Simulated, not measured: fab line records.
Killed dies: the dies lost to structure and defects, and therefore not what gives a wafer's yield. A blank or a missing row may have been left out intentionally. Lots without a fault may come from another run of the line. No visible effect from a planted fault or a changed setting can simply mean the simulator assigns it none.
Chamber matching || flow rit_cmos || RIT_ACTIVE_ETCH_13 on rie_diel-03: 4 sister chambers
The step etches Si3N4 in SF6, stops on SiO2, time 210 s, target depth 210 nm. 8 wafers are shown with their chamber, then 7 later ones without.

## WAFERS WITH THEIR CHAMBER
{"wafer": "L532.2", "chamber": 1, "throttle_valve_pct (%)": 7.64, "oes_product_au (a.u.)": 0.815}
{"wafer": "L533.1", "chamber": 0, "throttle_valve_pct (%)": 7.49, "oes_product_au (a.u.)": 0.820}
{"wafer": "L533.6", "chamber": 2, "throttle_valve_pct (%)": 7.40, "oes_product_au (a.u.)": 0.816}
{"wafer": "L547.1", "chamber": 1, "throttle_valve_pct (%)": 7.63, "oes_product_au (a.u.)": 0.813}
{"wafer": "L547.5", "chamber": 2, "throttle_valve_pct (%)": 7.39, "oes_product_au (a.u.)": 0.810}
{"wafer": "L547.6", "chamber": 3, "throttle_valve_pct (%)": 7.38, "oes_product_au (a.u.)": 0.809}
{"wafer": "L548.1", "chamber": 0, "throttle_valve_pct (%)": 7.51, "oes_product_au (a.u.)": 0.818}
{"wafer": "L548.2", "chamber": 3, "throttle_valve_pct (%)": 7.36, "oes_product_au (a.u.)": 0.830}

## WAFERS WITH NO CHAMBER GIVEN
{"wafer": "L548.5", "throttle_valve_pct (%)": 7.41, "oes_product_au (a.u.)": 0.807}
{"wafer": "L549.3", "throttle_valve_pct (%)": 7.42, "oes_product_au (a.u.)": 0.817}
{"wafer": "L549.4", "throttle_valve_pct (%)": 7.36, "oes_product_au (a.u.)": 0.821}
{"wafer": "L549.5", "throttle_valve_pct (%)": 7.48, "oes_product_au (a.u.)": 0.833}
{"wafer": "L550.3", "throttle_valve_pct (%)": 7.36, "oes_product_au (a.u.)": 0.832}
{"wafer": "L550.4", "throttle_valve_pct (%)": 7.49, "oes_product_au (a.u.)": 0.828}
{"wafer": "L550.5", "throttle_valve_pct (%)": 7.50, "oes_product_au (a.u.)": 0.839}

## CHAMBER TAKEN BY EACH
{"wafer": "L548.5", "from the rows above": 2, "in truth": 2}
{"wafer": "L549.3", "from the rows above": 2, "in truth": 2}
{"wafer": "L549.4", "from the rows above": 3, "in truth": 3}
{"wafer": "L549.5", "from the rows above": 0, "in truth": 0}
{"wafer": "L550.3", "from the rows above": 3, "in truth": 3}
{"wafer": "L550.4", "from the rows above": 0, "in truth": 0}
{"wafer": "L550.5", "from the rows above": 0, "in truth": 0}
7 of 7 placed correctly. From these rows, 0 cannot be placed. Placed wrongly: 0.
How it was worked out, from the rows above alone: a wafer's distance from a chamber is the root of the sum, over the readings, of the square of ((its reading less the chamber's mean) divided by the reading's scatter). If the next closest chamber is less than 2 further off than the closest, the wafer can't be placed; otherwise it belongs to the closest. For every chamber, the mean is computed from those of its wafers that are shown. The scatter: take each reading less its chamber's mean, square it, sum over the shown wafers, divide by the number of wafers less the number of chambers, and take the root.
